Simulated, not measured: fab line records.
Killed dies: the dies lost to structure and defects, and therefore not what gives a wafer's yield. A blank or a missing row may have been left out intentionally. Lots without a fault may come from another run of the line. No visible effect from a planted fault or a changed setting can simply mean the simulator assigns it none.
Which of the tools did it?    flow berkeleyCmos170    42 wafers from 14 lots sampled at 5 of the route's 331 steps

== WHAT THE GAUGES READ, wafer by wafer ==
UCB170_NLDD_CD_MEAS_06 targets a cd of 1200 nm. Usual: cdNm at 1200.2 nm, with a standard deviation of 1.8.
lot   measured      on        cdNm (nm)             flag
L757  day 7 22:01   cdSem-02  1201.7 1199.9 1199.6  
L758  day 7 22:22   cdSem-01  1200.0 1202.0 1201.0  
L759  day 8 10:21   cdSem-02  1197.0 1198.2 1199.7  
L761  day 8 10:38   cdSem-01  1199.7 1200.4 1201.6  
L762  day 8 10:55   cdSem-02  1200.9 1199.8 1199.3  
L760  day 8 11:11   cdSem-02  1195.7 1196.2 1196.7  
L764  day 8 22:55   cdSem-02  1199.1 1198.3 1198.5  
L766  day 9 16:11   cdSem-02  1199.9 1199.8 1199.3  
L767  day 9 16:29   cdSem-01  1200.5 1202.6 1201.8  
L774  day 11 07:37  cdSem-01  1197.3 1195.7 1196.3  
L773  day 11 07:44  cdSem-02  1201.0 1201.0 1201.2  
L776  day 11 21:31  cdSem-01  1201.2 1199.6 1201.2  
L779  day 12 07:28  cdSem-02  1202.2 1202.4 1200.8  
L780  day 12 20:48  cdSem-02  1197.1 1198.1 1196.9  

UCB170_M1_CD_MEAS_09 targets a cd of 700 nm. Usual: cdNm at 700.5 nm, with a standard deviation of 1.5.
lot   measured      on        cdNm (nm)          flag
L757  day 8 23:52   cdSem-02  702.6 701.7 701.2  
L758  day 9 00:33   cdSem-02  702.8 702.5 703.4  
L759  day 9 11:06   cdSem-01  700.9 700.5 700.0  
L761  day 9 13:08   cdSem-02  698.4 698.5 698.4  
L762  day 9 13:32   cdSem-02  700.6 699.1 700.4  
L760  day 9 10:52   cdSem-01  698.1 697.3 698.1  
L764  day 9 20:32   cdSem-01  699.7 700.1 699.6  
L766  day 10 12:04  cdSem-01  701.9 700.1 700.8  
L767  day 10 13:49  cdSem-02  701.2 699.4 700.0  
L774  day 12 03:14  cdSem-01  702.0 703.7 703.4  
L773  day 12 04:41  cdSem-02  736.6 737.7 735.9  OFF
L776  day 12 18:17  cdSem-01  700.5 699.9 699.6  
L779  day 13 03:34  cdSem-01  731.3 728.2 728.7  OFF
L780  day 13 18:29  cdSem-02  701.1 702.0 701.8  

== WHAT TOOL EACH LOT RAN ON (gives the tool, then ch and the chambers of the sampled wafers, and finally the start) ==
lot   UCB170_SDANNEAL_RTA_01           UCB170_SILICIDE_RTA_04           UCB170_M1_EXPOSE_06
L757  rtpAnneal-01 ch 0, day 8 14:34   rtpAnneal-02 ch 0, day 8 15:24   krfScanner-01 ch 0, day 8 23:08
L758  rtpAnneal-01 ch 0, day 8 14:41   rtpAnneal-01 ch 0, day 8 15:34   krfScanner-01 ch 0, day 9 00:07
L759  rtpAnneal-02 ch 0, day 9 00:47   rtpAnneal-01 ch 0, day 9 01:44   krfScanner-02 ch 0, day 9 09:20
L761  rtpAnneal-01 ch 0, day 9 01:16   rtpAnneal-01 ch 0, day 9 02:05   krfScanner-01 ch 0, day 9 12:43
L762  rtpAnneal-02 ch 0, day 9 01:02   rtpAnneal-02 ch 0, day 9 01:58   krfScanner-01 ch 0, day 9 13:08
L760  rtpAnneal-01 ch 0, day 9 00:47   rtpAnneal-02 ch 0, day 9 01:42   krfScanner-01 ch 0, day 9 09:01
L764  rtpAnneal-02 ch 0, day 9 12:34   rtpAnneal-02 ch 0, day 9 13:23   krfScanner-02 ch 0, day 9 20:07
L766  rtpAnneal-01 ch 0, day 10 03:24  rtpAnneal-01 ch 0, day 10 04:13  krfScanner-01 ch 0, day 10 11:34
L767  rtpAnneal-02 ch 0, day 10 04:20  rtpAnneal-02 ch 0, day 10 05:09  krfScanner-02 ch 0, day 10 13:05
L774  rtpAnneal-01 ch 0, day 11 19:49  rtpAnneal-02 ch 0, day 11 20:38  krfScanner-01 ch 0, day 12 02:50
L773  rtpAnneal-01 ch 0, day 11 20:22  rtpAnneal-02 ch 0, day 11 21:11  krfScanner-01 ch 0, day 12 04:17
L776  rtpAnneal-02 ch 0, day 12 08:04  rtpAnneal-02 ch 0, day 12 08:53  krfScanner-02 ch 0, day 12 17:25
L779  rtpAnneal-02 ch 0, day 12 20:25  rtpAnneal-01 ch 0, day 12 21:15  krfScanner-01 ch 0, day 13 03:05
L780  rtpAnneal-02 ch 0, day 13 09:13  rtpAnneal-02 ch 0, day 13 10:02  krfScanner-02 ch 0, day 13 17:28
- UCB170_SDANNEAL_RTA_01: time 5 s.
- UCB170_SILICIDE_RTA_04: time 15 s.
- UCB170_M1_EXPOSE_06: exposes mask METAL1, target cd 700 nm.

== AS READ BY THE TOOLS THEMSELVES (means over the sampled wafers that have a number; for cases with no such wafer, the mark the record gives instead) ==
UCB170_SDANNEAL_RTA_01. Usual: lampPowerPct 43 %, standard deviation 3.7; wafer_temp_C_max 1056.1, standard deviation 1.8.
lot   tool          lampPowerPct (%)  wafer_temp_C_max  flag
L757  rtpAnneal-01  39                1057.0            
L758  rtpAnneal-01  39                1058.2            
L759  rtpAnneal-02  47                1054.9            
L761  rtpAnneal-01  39                1058.7            
L762  rtpAnneal-02  47                1054.5            
L760  rtpAnneal-01  39                1057.8            
L764  rtpAnneal-02  47                1054.4            
L766  rtpAnneal-01  39                1058.4            
L767  rtpAnneal-02  47                1055.1            
L774  rtpAnneal-01  39                1057.9            
L773  rtpAnneal-01  39                1056.8            
L776  rtpAnneal-02  47                1055.0            
L779  rtpAnneal-02  47                1054.4            
L780  rtpAnneal-02  47                1055.2            

UCB170_SILICIDE_RTA_04. Usual: lampPowerPct 11.9 %, standard deviation 1; wafer_temp_C_max 653.9, standard deviation 1.3.
lot   tool          lampPowerPct (%)  wafer_temp_C_max  flag
L757  rtpAnneal-02  13.0              652.7             
L758  rtpAnneal-01  10.9              655.0             
L759  rtpAnneal-01  10.9              655.3             
L761  rtpAnneal-01  10.9              655.0             
L762  rtpAnneal-02  13.0              653.8             
L760  rtpAnneal-02  13.0              653.1             
L764  rtpAnneal-02  13.0              652.7             
L766  rtpAnneal-01  10.9              654.6             
L767  rtpAnneal-02  13.0              652.6             
L774  rtpAnneal-02  13.0              652.9             
L773  rtpAnneal-02  13.0              652.7             
L776  rtpAnneal-02  13.0              652.9             
L779  rtpAnneal-01  10.9              654.6             
L780  rtpAnneal-02  13.0              653.3             

UCB170_M1_EXPOSE_06. Usual: exposureDoseMJCm2 at 20.990, with a standard deviation of 0.02.
lot   tool           exposureDoseMJCm2  flag
L757  krfScanner-01  20.968             
L758  krfScanner-01  20.987             
L759  krfScanner-02  20.971             
L761  krfScanner-01  20.999             
L762  krfScanner-01  21.003             
L760  krfScanner-01  20.982             
L764  krfScanner-02  21.017             
L766  krfScanner-01  20.981             
L767  krfScanner-02  20.992             
L774  krfScanner-01  21.006             
L773  krfScanner-01  17.121             OFF
L776  krfScanner-02  20.992             
L779  krfScanner-01  17.881             OFF
L780  krfScanner-02  20.991             

== THE ANSWER, worked out from the rows above alone ==
Rule: take the mean of a lot's wafers that have a number; if it is more than 3 standard deviations from the usual mean, the lot is off. Also off: a lot with no number at a reading for which 4 or more lots have one. Any other lot the step has rows for is counted as sound. After the gauges, taken in route order, come the tools' own readings; for these a lot's mean is taken, as printed above. At the first step where some lot is off, the reading lying furthest off is the one used; lots without a number count as furthest.
Off at UCB170_M1_CD_MEAS_09 (cdNm): L773, L779.
A tool fits if, at a process step before that reading, it ran every lot that is off, and no sound lot after the first of them. The gauges at UCB170_M1_CD_MEAS_09 aren't tried: what is off there is off at UCB170_M1_EXPOSE_06 too, on other tools, and a gauge's error can't cause that. One fits: krfScanner-01 at UCB170_M1_EXPOSE_06. Its last sound lot is L774 (day 12 02:50), its first lot that is off L773 (day 12 04:17): a fault that began between those two fits.
The tool's own readings at UCB170_M1_EXPOSE_06 bear it out: on the lots that are off they differ by more than 5 times the standard deviation of the sound lots' means. exposureDoseMJCm2 reads 17.501 there against 20.991 on the sound lots.

== WHAT HAD BEEN PUT IN BY THE SIMULATOR ==
Process parameter drift: krfScanner-01, from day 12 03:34 on, at UCB170_M1_EXPOSE_06. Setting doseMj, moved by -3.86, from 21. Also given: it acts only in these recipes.
Lots struck among those shown: L773, L779. The rule given above showed the same thing.
